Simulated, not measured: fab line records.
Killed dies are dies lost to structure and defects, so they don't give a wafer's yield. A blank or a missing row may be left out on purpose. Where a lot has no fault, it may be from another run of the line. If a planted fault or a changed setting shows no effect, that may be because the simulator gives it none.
fab line records    flow berkeley-cmos170
record lots=12  wafers=36  last-day=13
route steps=331 shown PFIELD@85 PVT@121 NLDD@167 V2@305
lots untouched by any fault: they come from a run of this same line in which no faults occurred
start-h: hours from the record's first day to the start of the lot's first wafer shown    wait-h: how many hours have passed since the lot's step before this one    " unchanged from the row above    L1.1+2: several wafers, shown together as one row    - value missing, or start not given    * or withheld: withheld    < > ~ a bound
route shown NAME@n: names a module that has steps shown in the file, with the first one's number in the route    usual: mean/standard deviation of fault-free wafers    same: alike in all rows    chamber/n: place in a boat    sites: readings site by site    _std_site: the values' standard deviation    _edge_site: inner sites' mean taken away from outer sites' mean    radius-mm: how far each site lies from the wafer's centre    mask NAME#n: copy n    behind: tool/chamber where the wafer was last shaped    hold: the reason the lot was held/the length of the hold in hours/how it ended    device: which transistor (n, p or np) failed to switch    end of line: the route-end tests of the same wafers    a step given without rows: its recipe and nothing more    killed: not the wafer's yield, but the dies lost to structure and defects at the first sort    map: shows each die of a wafer: x if killed, . if not, _ if none is there
set.NAME: setting as actually run; set.NAME@STEP: the setting as run at that earlier step    model.NAME: the simulator's own value behind a step, which no gauge read
the route's steps for a sample of lots (tables are steps, rows are wafers)
services: when a tool's chamber went out of use (start-h, in hours from the record's first day, below 0 if earlier), for how many hours, and the reason
## steps
# step UCB170_PFIELD_OVL_MEAS_06
# usual PFIELD_OVL=4/6.1
lot.wafer  tool        chamber  start-h  wait-h  PFIELD_OVL[nm]
L560.2     overlay-01  -        96.30    -       4
L560.3     "           -        "        "       0
L560.5     "           -        "        "       5
L562.2     overlay-01  -        113.35   -       6
L562.3     "           -        "        "       3
L562.5     "           -        "        "       7
L561.2     overlay-01  -        113.90   -       8
L561.5     "           -        "        "       -3
L561.6     "           -        "        "       -1
L563.1     overlay-01  -        120.42   -       -2
L563.2     "           -        "        "       6
L563.6     "           -        "        "       6
L565.1     overlay-02  -        120.97   -       4
L565.2     "           -        "        "       -3
L565.5     "           -        "        "       -4
L564.2     overlay-01  -        120.98   -       3
L564.4     "           -        "        "       1
L564.5     "           -        "        "       5
L568.2     overlay-02  -        152.41   -       13
L568.5     "           -        "        "       7
L568.6     "           -        "        "       12
L572.1     overlay-01  -        158.00   -       6
L572.3     "           -        "        "       6
L572.4     "           -        "        "       -6
L575.1     overlay-02  -        162.13   -       10
L575.4     "           -        "        "       10
L575.5     "           -        "        "       10
L577.3     overlay-01  -        172.96   -       1
L577.4     "           -        "        "       -7
L577.5     "           -        "        "       -3
L578.1     overlay-02  -        173.23   -       3
L578.2     "           -        "        "       12
L578.3     "           -        "        "       5
L582.2     overlay-01  -        210.84   -       -2
L582.3     "           -        "        "       6
L582.6     "           -        "        "       3
# step UCB170_PVT_OVL_MEAS_06
# usual PVT_OVL=4/4.8
lot.wafer  tool        chamber  start-h  wait-h  PVT_OVL[nm]
L560.2     overlay-02  -        124.94   -       7
L560.3     "           -        "        "       1
L560.5     "           -        "        "       5
L562.2     overlay-02  -        151.31   -       1
L562.3     "           -        "        "       6
L562.5     "           -        "        "       4
L561.2     overlay-01  -        152.13   -       5
L561.5     "           -        "        "       5
L561.6     "           -        "        "       -1
L564.2     overlay-01  -        158.42   -       10
L564.4     "           -        "        "       -1
L564.5     "           -        "        "       2
L563.1     overlay-01  -        159.14   -       7
L563.2     "           -        "        "       10
L563.6     "           -        "        "       5
L565.1     overlay-02  -        159.28   -       14
L565.2     "           -        "        "       1
L565.5     "           -        "        "       0
L572.1     overlay-02  -        200.52   -       2
L572.3     "           -        "        "       6
L572.4     "           -        "        "       12
L568.2     overlay-02  -        200.80   -       -5
L568.5     "           -        "        "       3
L568.6     "           -        "        "       1
L575.1     overlay-02  -        201.32   -       -10
L575.4     "           -        "        "       4
L575.5     "           -        "        "       -1
L578.1     overlay-01  -        217.45   -       6
L578.2     "           -        "        "       4
L578.3     "           -        "        "       1
L577.3     overlay-02  -        217.51   -       1
L577.4     "           -        "        "       4
L577.5     "           -        "        "       6
L582.2     overlay-01  -        248.61   -       9
L582.3     "           -        "        "       5
L582.6     "           -        "        "       10
# step UCB170_NLDD_IMPLANT_09
# recipe species=As  dose-cm2=5e+13  energy-kev=30  tilt-deg=7  rotation-deg=180
# usual dose-ions-cm2=5e+13/5.2e+10
lot.wafer  tool          chamber  start-h  wait-h  dose-ions-cm2
L560.2     implanter-03  0        153.76   0.1     5.005e+13
L560.3     "             0        "        "       5.003e+13
L560.5     "             0        "        "       5.007e+13
L561.2     implanter-02  0        167.46   0.1     5e+13
L561.5     "             0        "        "       4.993e+13
L561.6     "             0        "        "       5.005e+13
L562.2     implanter-04  0        167.91   0.1     4.998e+13
L562.3     "             0        "        "       4.987e+13
L562.5     "             0        "        "       4.998e+13
L565.1     implanter-02  0        177.17   0.1     4.996e+13
L565.2     "             0        "        "       4.994e+13
L565.5     "             0        "        "       4.994e+13
L563.1     implanter-03  0        177.56   0.1     5.004e+13
L563.2     "             0        "        "       4.999e+13
L563.6     "             0        "        "       4.997e+13
L564.2     implanter-04  0        177.86   0.1     4.995e+13
L564.4     "             0        "        "       4.999e+13
L564.5     "             0        "        "       4.994e+13
L568.2     implanter-04  0        220.01   0.1     4.698e+13
L568.5     "             0        "        "       4.71e+13
L568.6     "             0        "        "       4.71e+13
L572.1     implanter-04  0        220.35   0.1     4.709e+13
L572.3     "             0        "        "       4.701e+13
L572.4     "             0        "        "       4.71e+13
L575.1     implanter-02  0        220.62   0.1     4.999e+13
L575.4     "             0        "        "       4.994e+13
L575.5     "             0        "        "       5.004e+13
L578.1     implanter-02  0        239.52   0.1     4.999e+13
L578.2     "             0        "        "       4.993e+13
L578.3     "             0        "        "       4.996e+13
L577.3     implanter-03  0        240.04   0.1     5.003e+13
L577.4     "             0        "        "       5.004e+13
L577.5     "             0        "        "       5.001e+13
L582.2     implanter-02  0        268.29   0.1     4.993e+13
L582.3     "             0        "        "       4.995e+13
L582.6     "             0        "        "       4.999e+13
# step UCB170_SDANNEAL_RS_MEAS_05
# recipe thk-meas-gauge=four-point-probe
# usual NLDD_RS=615.9/1.7
lot.wafer  tool           chamber  start-h  wait-h  NLDD_RS[ohm/sq]
L560.2     film-metro-03  -        164.35   0.1     616.9
L560.3     "              -        "        "       616.1
L560.5     "              -        "        "       615.6
L562.2     film-metro-02  -        179.92   0.1     613.6
L562.3     "              -        "        "       615.3
L562.5     "              -        "        "       614.9
L561.2     film-metro-03  -        180.25   0.1     613.6
L561.5     "              -        "        "       613.9
L561.6     "              -        "        "       613.7
L565.1     film-metro-04  -        188.74   0.1     614.3
L565.2     "              -        "        "       615.4
L565.5     "              -        "        "       616.7
L563.1     film-metro-02  -        188.94   0.1     616.7
L563.2     "              -        "        "       618.3
L563.6     "              -        "        "       617.4
L564.2     film-metro-03  -        189.13   0.1     614.6
L564.4     "              -        "        "       614.0
L564.5     "              -        "        "       614.7
L568.2     film-metro-04  -        233.09   0.1     627.7
L568.5     "              -        "        "       627.5
L568.6     "              -        "        "       628.4
L572.1     film-metro-04  -        233.67   0.1     627.1
L572.3     "              -        "        "       625.6
L572.4     "              -        "        "       626.3
L575.1     film-metro-04  -        234.15   0.1     618.0
L575.4     "              -        "        "       618.5
L575.5     "              -        "        "       617.0
L578.1     film-metro-04  -        254.89   0.1     618.7
L578.2     "              -        "        "       618.3
L578.3     "              -        "        "       618.5
L577.3     film-metro-03  -        255.57   0.1     615.3
L577.4     "              -        "        "       616.0
L577.5     "              -        "        "       617.6
L582.2     film-metro-04  -        281.28   0.1     616.0
L582.3     "              -        "        "       616.9
L582.6     "              -        "        "       618.0
# step UCB170_V2_OVL_MEAS_13
# usual V2_OVL=-1/5.3
lot.wafer  tool        chamber  start-h  wait-h  V2_OVL[nm]
L560.2     overlay-01  -        184.07   0.1     -5
L560.3     "           -        "        "       -2
L560.5     "           -        "        "       2
L562.2     overlay-01  -        195.68   0.1     -10
L562.3     "           -        "        "       -11
L562.5     "           -        "        "       -9
L561.2     overlay-01  -        198.71   0.1     -4
L561.5     "           -        "        "       4
L561.6     "           -        "        "       5
L565.1     overlay-01  -        205.56   0.1     -4
L565.2     "           -        "        "       -6
L565.5     "           -        "        "       -4
L563.1     overlay-01  -        206.65   0.1     -5
L563.2     "           -        "        "       -6
L563.6     "           -        "        "       -3
L564.2     overlay-02  -        208.62   0.1     -5
L564.4     "           -        "        "       -4
L564.5     "           -        "        "       -4
L568.2     overlay-01  -        256.15   0.1     5
L568.5     "           -        "        "       0
L568.6     "           -        "        "       3
L572.1     overlay-01  -        257.42   0.1     -9
L572.3     "           -        "        "       -3
L572.4     "           -        "        "       -6
L575.1     overlay-01  -        257.81   0.1     0
L575.4     "           -        "        "       3
L575.5     "           -        "        "       2
L578.1     overlay-02  -        273.68   0.1     5
L578.2     "           -        "        "       -7
L578.3     "           -        "        "       -3
L577.3     overlay-02  -        273.97   0.1     -13
L577.4     "           -        "        "       -16
L577.5     "           -        "        "       -6
L582.2     overlay-01  -        299.04   0.1     3
L582.3     "           -        "        "       7
L582.6     "           -        "        "       8
## services
tool          chamber  start-h  hours  kind
implanter-03  -        135.45   9.0    pm
implanter-04  -        158.02   2.0    repair
implanter-04  -        193.28   1.6    repair
implanter-04  -        226.29   5.6    repair
implanter-02  -        239.77   3.2    repair
implanter-03  -        244.32   4.7    pm
## key
first-sign step=UCB170_NLDD_IMPLANT_09  reading=dose-ions-cm2  direction=down  sigmas=56  usual=5e+13  struck=4.707e+13
effect step=UCB170_SDANNEAL_RS_MEAS_05  reading=NLDD_RS  direction=up  sigmas=6.8  usual=615.9  struck=627.1
met-at UCB170_NLDD_IMPLANT_09
struck-lots L568,L572
tester-left-out L568,L572
not-acting-at UCB170_PFIELD_OVL_MEAS_06,UCB170_PVT_OVL_MEAS_06,UCB170_V2_OVL_MEAS_13
onset-between 177.86 220.01
fault kind=process-parameter-drift  tool=implanter-04  chamber=-  onset-h=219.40  steps=UCB170_NLDD_IMPLANT_09  channel=dose-cm2  offset=-2.9478e+12  shape=step  end-h=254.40  acts-in=these-recipes-only  stated=5e+13
# tester-left-out: of these lots the tester's yield and bins aren't shown, on N5 and GAA mostly nor the transistor test; their killed dies are dies lost to structure and defects alone, not to doping, threshold or leakage, so they don't give the yield
